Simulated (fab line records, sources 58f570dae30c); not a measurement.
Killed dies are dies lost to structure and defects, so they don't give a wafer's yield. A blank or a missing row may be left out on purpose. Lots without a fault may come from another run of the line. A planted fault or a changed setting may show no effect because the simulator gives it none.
Tool commonality check | flow berkeley_cmos170 | 16 lots, 48 wafers sampled

WHY IT WAS OPENED
At UCB170_CONTACT_THK_MEAS_02 the reading CONTACT_PSG_THK is flagged on 4 of 16 lots. Wafers without a fault read 718 nm, standard deviation 6.5.
Rule: a lot is flagged when every wafer of it that has a number lies more than 4 standard deviations from that mean, or none has a number. The other lots count as sound.

lot  | measured     | on            | CONTACT_PSG_THK (nm), wafer by wafer | flag
L562 | day 7 04:10  | film_metro-01 | 729 730 731                          |
L563 | day 7 04:52  | film_metro-01 | 713 719 719                          |
L564 | day 7 18:58  | film_metro-01 | 720 720 718                          |
L565 | day 7 22:59  | film_metro-03 | 868 873 873                          | FLAGGED
L569 | day 8 04:23  | film_metro-03 | 722 713 717                          |
L570 | day 8 04:25  | film_metro-02 | 713 708 717                          |
L566 | day 8 04:34  | film_metro-02 | 897 891 889                          | FLAGGED
L567 | day 8 04:34  | film_metro-01 | 888 892 884                          | FLAGGED
L568 | day 8 04:34  | film_metro-03 | 872 868 866                          | FLAGGED
L572 | day 9 05:05  | film_metro-02 | 720 723 717                          |
L575 | day 9 13:22  | film_metro-01 | 719 719 716                          |
L579 | day 10 08:16 | film_metro-01 | 718 721 719                          |
L585 | day 11 19:52 | film_metro-01 | 711 715 713                          |
L581 | day 11 21:16 | film_metro-02 | 714 707 713                          |
L583 | day 12 04:26 | film_metro-01 | 707 714 708                          |
L584 | day 12 10:27 | film_metro-02 | 721 724 717                          |
The numbers of the flagged lots are 880 nm on average: +162 nm against the usual, or +25 standard deviations.

WHICH TOOL RAN EACH LOT
The record holds 2 process steps before the reading, out of a route of 331 steps. In each cell: the tool, then ch and the chambers that the sampled wafers went through, then the start.
lot  | flag    | UCB170_SDANNEAL_RTA_01           | UCB170_CONTACT_CVD_01
L562 |         | rtp_anneal-02 ch 0, day 7 00:23  | lpcvd-02 ch 1, day 7 01:29
L563 |         | rtp_anneal-01 ch 0, day 7 01:03  | lpcvd-01 ch 1, day 7 03:04
L564 |         | rtp_anneal-01 ch 0, day 7 16:05  | lpcvd-02 ch 1, day 7 17:11
L565 | FLAGGED | rtp_anneal-02 ch 0, day 7 16:13  | lpcvd-02 ch 0, day 7 18:58
L569 |         | rtp_anneal-02 ch 0, day 8 01:26  | lpcvd-01 ch 1, day 8 02:36
L570 |         | rtp_anneal-01 ch 0, day 8 01:15  | lpcvd-01 ch 1, day 8 02:36
L566 | FLAGGED | rtp_anneal-02 ch 0, day 7 23:58  | lpcvd-02 ch 0, day 8 01:53
L567 | FLAGGED | rtp_anneal-02 ch 0, day 7 23:40  | lpcvd-02 ch 1, day 8 01:53
L568 | FLAGGED | rtp_anneal-01 ch 0, day 7 23:51  | lpcvd-02 ch 1, day 8 01:53
L572 |         | rtp_anneal-02 ch 0, day 9 02:12  | lpcvd-01 ch 0, day 9 03:17
L575 |         | rtp_anneal-01 ch 0, day 9 09:43  | lpcvd-01 ch 1, day 9 11:35
L579 |         | rtp_anneal-01 ch 0, day 10 04:32 | lpcvd-01 ch 1, day 10 06:28
L585 |         | rtp_anneal-01 ch 0, day 11 16:50 | lpcvd-01 ch 1, day 11 18:05
L581 |         | rtp_anneal-01 ch 0, day 11 17:30 | lpcvd-02 ch 1, day 11 19:28
L583 |         | rtp_anneal-02 ch 0, day 12 01:20 | lpcvd-01 ch 0, day 12 02:38
L584 |         | rtp_anneal-01 ch 0, day 12 06:41 | lpcvd-01 ch 1, day 12 08:40
What these steps do:
- UCB170_SDANNEAL_RTA_01: time 5 s.
- UCB170_CONTACT_CVD_01: deposits PSG from SiH4/O2/PH3, target thk 700 nm, time 2876 s.
- UCB170_CONTACT_THK_MEAS_02

FLAGGED OVER TOTAL, TOOL BY TOOL (the gauges that took the reading come last)
step                       | tool          | lots run | flagged | share of the flagged lots | sound lots run after its first flagged lot
UCB170_SDANNEAL_RTA_01     | rtp_anneal-01 | 9        | 1       | some                      | 6 (L570,L575,L579,L585,L581,L584)
UCB170_SDANNEAL_RTA_01     | rtp_anneal-02 | 7        | 3       | some                      | 3 (L569,L572,L583)
UCB170_CONTACT_CVD_01      | lpcvd-01      | 9        | 0       | none                      | -
UCB170_CONTACT_CVD_01      | lpcvd-02      | 7        | 4       | all                       | 1 (L581)
UCB170_CONTACT_THK_MEAS_02 | film_metro-01 | 8        | 1       | some                      | 4 (L575,L579,L585,L583)
UCB170_CONTACT_THK_MEAS_02 | film_metro-02 | 5        | 1       | some                      | 3 (L572,L581,L584)
UCB170_CONTACT_THK_MEAS_02 | film_metro-03 | 3        | 2       | some                      | 1 (L569)

WHAT THE TABLE ALLOWS
1 row of the table ran every flagged lot: lpcvd-02 at UCB170_CONTACT_CVD_01.
- lpcvd-02 at UCB170_CONTACT_CVD_01: 4 of its 7 lots flagged. Sound lots ran on it after the first flagged one (L581), which a lasting fault on the whole tool wouldn't allow. Its own readings lie more than 4 standard deviations out on every wafer of the flagged lots: pressure_mtorr.
No row of the table ran every flagged lot and no sound lot after the first.

WHAT THE SIMULATOR HAD PUT IN
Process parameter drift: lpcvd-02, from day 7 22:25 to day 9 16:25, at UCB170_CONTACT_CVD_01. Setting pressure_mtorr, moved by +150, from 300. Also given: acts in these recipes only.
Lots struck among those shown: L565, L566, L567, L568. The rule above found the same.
